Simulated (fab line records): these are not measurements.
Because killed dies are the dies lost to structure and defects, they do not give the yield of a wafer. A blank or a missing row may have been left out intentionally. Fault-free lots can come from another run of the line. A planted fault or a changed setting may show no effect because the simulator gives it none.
Which tool is to blame? / flow ritCmos / Sampling: 6 lots, 18 wafers, 2 of 202 route steps

WHAT EACH GAUGE READ, for each wafer
RIT_PLDD_TW_MEAS_10.
lot=L431; measured=day 3 07:59; on=filmMetro-01; PLDD_TW=2352 2343 2365
lot=L433; measured=day 3 17:30; on=filmMetro-03; PLDD_TW=2345 2352 2343
lot=L435; measured=day 4 02:47; on=filmMetro-03; PLDD_TW=2357 2353 2337
lot=L438; measured=day 4 16:27; on=filmMetro-02; PLDD_TW=2355 2348 2342
lot=L445; measured=day 6 02:02; on=filmMetro-03; PLDD_TW=2340 2336 2341
lot=L452; measured=day 7 10:58; on=filmMetro-01; PLDD_TW=2342 2343 2333

TOOL THAT RAN EACH LOT (tool first, then ch and the chambers of the sampled wafers, then the start)
lot=L431; RIT_NLDD_STRIP_09=plasmaAsher-03 ch 0,1, day 3 06:23
lot=L433; RIT_NLDD_STRIP_09=plasmaAsher-04 ch 0,1, day 3 15:40
lot=L435; RIT_NLDD_STRIP_09=plasmaAsher-04 ch 0,1, day 4 01:11
lot=L438; RIT_NLDD_STRIP_09=plasmaAsher-04 ch 0,1, day 4 14:52
lot=L445; RIT_NLDD_STRIP_09=plasmaAsher-02 ch 0,1, day 6 00:19
lot=L452; RIT_NLDD_STRIP_09=plasmaAsher-03 ch 1, day 7 09:20
- RIT_NLDD_STRIP_09: strips in O2, time 180 s.

THE ANSWER, worked out from the rows above alone
Rule: the lots themselves supply what counts as usual. The widest of any qualifying gaps counts: lots, ordered by their means at a reading, are off when they make up no more than a third of the lots, leave a main group of 4 or more, and stand apart from it by 3 or more times the standard deviation of that group's means. A main group whose means are all the same, to the digits that the tables above print for the reading, isn't used. Also off: a lot with no number at a reading for which 4 or more lots have one. The other lots that the step has rows for count as sound.
Across all readings shown, no lot is off: no conclusion can be drawn from this.

WHAT THE SIMULATOR PUT IN
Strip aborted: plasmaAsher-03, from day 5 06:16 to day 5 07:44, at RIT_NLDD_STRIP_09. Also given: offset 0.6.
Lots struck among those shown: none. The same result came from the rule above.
